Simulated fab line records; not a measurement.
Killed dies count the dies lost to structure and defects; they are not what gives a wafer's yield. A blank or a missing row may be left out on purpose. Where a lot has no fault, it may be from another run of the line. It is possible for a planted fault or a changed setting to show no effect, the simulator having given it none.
Comparing a struck lot with a sound one | flow berkeleyCmos170 | 15 out of 331 route steps
Sound: wafers L457.2, L457.3, L457.4. The struck wafers were L465.2, L465.5, L465.6. The cause is named last.
For every step that has rows: the tool of each side, followed by ch and its chambers, followed by its first start. Under that, the readings that differ: sound wafers | struck wafers | difference of the means | sigmas: that difference in standard deviations of wafers without a fault.
alike: a reading whose means differ by less than 2 such deviations, as well as words and numbers matching on both sides. not compared: withheld readings; readings where some wafer has no value; bounds like >300 that might hide an equal value; numbers whose values overlap and for which the record gives no deviation.
A row with sigmas, a row that says differs or no value, or rows on one side alone: a step with any of these is where the two part. Numbers that don't overlap but have no deviation are shown without sigmas and don't part them. Lack of a reading on every wafer of one side parts them only where that side has two or more wafers.

first, 1 step without rows for these wafers: UCB170_M2_SOFTBAKE_06 (time 60 s).
UCB170_M2_STRIP_07: strips in O2.
  sound on plasmaAsher-03 ch 0,1, day 7 18:56; struck on plasmaAsher-04 ch 0,1, day 9 04:03
  alike: drypumpMotorCurrentA, oesProductAu, stripTimeToEndpointS
  not compared: rfHoursCounterH
then, 7 steps without rows for these wafers: UCB170_M2_STRIP_08 (strips KrF in DMSO, time 600 s); UCB170_M2_COAT_09; UCB170_M2_COAT_10 (resist thk 900 nm); UCB170_M2_SOFTBAKE_11 (time 60 s); UCB170_M2_EXPOSE_12 (exposes mask METAL2, target cd 700 nm); UCB170_M2_PEB_13; UCB170_M2_DEVELOP_14 (develop time 45 s).
UCB170_M2_CD_MEAS_15: target cd 700 nm.
  sound: cdSem-01 at day 7 21:01; struck: cdSem-02 at day 9 05:19
reading   | sound             | struck            | difference | sigmas
cdNm (nm) | 699.5 700.7 701.2 | 696.4 696.9 697.5 | -3.5       | -2
UCB170_M2_OVL_MEAS_16:
  sound: overlay-01 at day 7 21:07; struck: overlay-02 at day 9 05:25
  alike: M2_OVL
UCB170_M2_ETCH_17: etches BARC in N2/H2.
  sound on rieDiel-03 ch 0,2,3, day 7 21:09; struck on rieDiel-04 ch 0,1,2, day 9 05:27
  alike: biasW, chamberPressureMTorr, drypumpMotorCurrentA, h2FlowSccm, oesProductAu, throttleValvePct
UCB170_M2_METAL_ETCH_18: etches Al in Cl2/BCl3, stops on SiO2, target depth 1170 nm, time 195 s.
  sound on rieMetal-01 ch 0,1, day 7 21:11; struck on rieMetal-04 ch 0,1, day 9 05:30
  no value came back on the struck wafers for any of 7 readings (bcl3FlowSccm (sccm), biasW (W) and others); on the sound wafers bcl3FlowSccm (sccm) reads 45.01 44.99 44.96
reading                            | sound             | struck            | difference | sigmas
model.KrF_of_M2_COAT_10.thkNm (nm) | 196.4 197.5 227.3 | 882.5 885.6 883.5 | +676.8     | 
model.SiO2_of_V1_CVD_00.thkNm (nm) | 937 938.4 937.8   | 994.5 996 995.7   | +57.7      | 
  not compared: rfHoursCounterH
UCB170_M2_STRIP_19: strips in O2.
  sound on plasmaAsher-03 ch 0,1, day 7 21:23; struck on plasmaAsher-01 ch 0,1, day 9 05:41
reading             | sound             | struck            | difference | sigmas
oesProductAu (a.u.) | 0.523 0.527 0.559 | 0.723 0.722 0.726 | +0.187     | +8
  alike: drypumpMotorCurrentA
  not compared: rfHoursCounterH
UCB170_M2_CD_MEAS_90: target cd 700 nm.
  sound: cdSem-02 at day 7 21:30; struck: cdSem-02 at day 9 05:48
reading   | sound       | struck | difference                    | sigmas
cdNm (nm) | 701 699 705 | - - -  | no value on the struck wafers | 

WHERE THEY PART
At UCB170_M2_CD_MEAS_15 first; at UCB170_M2_CD_MEAS_90 last (within this record only).

WHY: what had been put in by the simulator
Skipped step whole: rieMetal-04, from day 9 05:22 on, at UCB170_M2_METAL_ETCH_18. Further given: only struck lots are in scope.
